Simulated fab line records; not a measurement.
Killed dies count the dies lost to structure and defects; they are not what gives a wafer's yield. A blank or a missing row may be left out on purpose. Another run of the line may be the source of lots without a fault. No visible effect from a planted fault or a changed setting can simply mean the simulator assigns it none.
Lot-split experiment / flow berkeley cmos170 / 23 wafers read from 5 lots, route of 331 steps

ON THE SPLIT
At UCB170_SCREENOX_OXIDATION_01 (target thk 14.4 nm, ox time 2400 s), the setting temp c was moved away from the recipe's 900 C on 10 of the 23 wafers read, by -2.5% to +1.0%. For the rest of the wafers, this setting stayed at what the recipe calls for.

Between the split and the reading, the file records no step.

THE READING
SCREENOX_OXIDE_THK at UCB170_SCREENOX_THK_MEAS_02, in nm. Fault-free wafers of this fab line usually give 14.5 nm, standard deviation 0.41 nm.

wafer=L075.1; tool, chamber at the split=-, -; temp c as run, C=900; against the recipe=recipe; SCREENOX_OXIDE_THK, nm=14.8; against lot-mates on the recipe=-
wafer=L075.2; tool, chamber at the split=-, -; temp c as run, C=900; against the recipe=recipe; SCREENOX_OXIDE_THK, nm=14.7; against lot-mates on the recipe=-
wafer=L075.4; tool, chamber at the split=-, -; temp c as run, C=900; against the recipe=recipe; SCREENOX_OXIDE_THK, nm=14.8; against lot-mates on the recipe=-
wafer=L075.5; tool, chamber at the split=-, -; temp c as run, C=900; against the recipe=recipe; SCREENOX_OXIDE_THK, nm=14.9; against lot-mates on the recipe=-
wafer=L075.6; tool, chamber at the split=-, -; temp c as run, C=900; against the recipe=recipe; SCREENOX_OXIDE_THK, nm=14.8; against lot-mates on the recipe=-
wafer=L077.1; tool, chamber at the split=-, -; temp c as run, C=908.6; against the recipe=+1.0%; SCREENOX_OXIDE_THK, nm=15.9; against lot-mates on the recipe=no lot-mate on the recipe
wafer=L077.2; tool, chamber at the split=-, -; temp c as run, C=908.6; against the recipe=+1.0%; SCREENOX_OXIDE_THK, nm=15.7; against lot-mates on the recipe=no lot-mate on the recipe
wafer=L077.3; tool, chamber at the split=-, -; temp c as run, C=908.6; against the recipe=+1.0%; SCREENOX_OXIDE_THK, nm=15.5; against lot-mates on the recipe=no lot-mate on the recipe
wafer=L077.4; tool, chamber at the split=-, -; temp c as run, C=908.6; against the recipe=+1.0%; SCREENOX_OXIDE_THK, nm=15.5; against lot-mates on the recipe=no lot-mate on the recipe
wafer=L077.5; tool, chamber at the split=-, -; temp c as run, C=908.6; against the recipe=+1.0%; SCREENOX_OXIDE_THK, nm=15.8; against lot-mates on the recipe=no lot-mate on the recipe
wafer=L076.2; tool, chamber at the split=-, -; temp c as run, C=877.1; against the recipe=-2.5%; SCREENOX_OXIDE_THK, nm=11.1; against lot-mates on the recipe=no lot-mate on the recipe
wafer=L076.3; tool, chamber at the split=-, -; temp c as run, C=877.1; against the recipe=-2.5%; SCREENOX_OXIDE_THK, nm=11.2; against lot-mates on the recipe=no lot-mate on the recipe
wafer=L076.4; tool, chamber at the split=-, -; temp c as run, C=877.1; against the recipe=-2.5%; SCREENOX_OXIDE_THK, nm=11.0; against lot-mates on the recipe=no lot-mate on the recipe
wafer=L076.5; tool, chamber at the split=-, -; temp c as run, C=877.1; against the recipe=-2.5%; SCREENOX_OXIDE_THK, nm=11.0; against lot-mates on the recipe=no lot-mate on the recipe
wafer=L076.6; tool, chamber at the split=-, -; temp c as run, C=877.1; against the recipe=-2.5%; SCREENOX_OXIDE_THK, nm=11.2; against lot-mates on the recipe=no lot-mate on the recipe
wafer=L083.2; tool, chamber at the split=-, -; temp c as run, C=900; against the recipe=recipe; SCREENOX_OXIDE_THK, nm=14.6; against lot-mates on the recipe=-
wafer=L083.3; tool, chamber at the split=-, -; temp c as run, C=900; against the recipe=recipe; SCREENOX_OXIDE_THK, nm=14.9; against lot-mates on the recipe=-
wafer=L083.4; tool, chamber at the split=-, -; temp c as run, C=900; against the recipe=recipe; SCREENOX_OXIDE_THK, nm=14.9; against lot-mates on the recipe=-
wafer=L083.5; tool, chamber at the split=-, -; temp c as run, C=900; against the recipe=recipe; SCREENOX_OXIDE_THK, nm=14.9; against lot-mates on the recipe=-
wafer=L083.6; tool, chamber at the split=-, -; temp c as run, C=900; against the recipe=recipe; SCREENOX_OXIDE_THK, nm=14.8; against lot-mates on the recipe=-
wafer=L085.3; tool, chamber at the split=furnace-04, 0; temp c as run, C=900; against the recipe=recipe; SCREENOX_OXIDE_THK, nm=14.1; against lot-mates on the recipe=-
wafer=L085.4; tool, chamber at the split=furnace-04, 0; temp c as run, C=900; against the recipe=recipe; SCREENOX_OXIDE_THK, nm=14.2; against lot-mates on the recipe=-
wafer=L085.5; tool, chamber at the split=furnace-04, 0; temp c as run, C=900; against the recipe=recipe; SCREENOX_OXIDE_THK, nm=14.1; against lot-mates on the recipe=-

THE FIT
A straight line over all 23 wafers: SCREENOX_OXIDE_THK changes by +1.34 nm for each +1% of temp c; r = +0.99; the points scatter about the line by 0.27 nm.
Too few moved wafers with a lot-mate on the recipe to fit a line net of each lot's own level.

THE WHOLE CHAIN: every reading that the file lists as answering this split, in the file's order
step=UCB170_SCREENOX_OXIDATION_01; what it does=target thk 14.4 nm, ox time 2400 s; reading=SiO2_of_SCREENOX_OXIDATION_01.thk nm (the simulator's own value, which no gauge read); change (the file's fit)=+1.33 nm for each +1% of the setting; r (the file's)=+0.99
step=UCB170_SCREENOX_THK_MEAS_02; what it does=; reading=SCREENOX_OXIDE_THK; change (the file's fit)=+1.34 for each +1% of the setting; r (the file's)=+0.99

THE FILE'S OWN FIT
SCREENOX_OXIDE_THK changes by +1.34 nm for each +1% of temp c, r = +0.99.
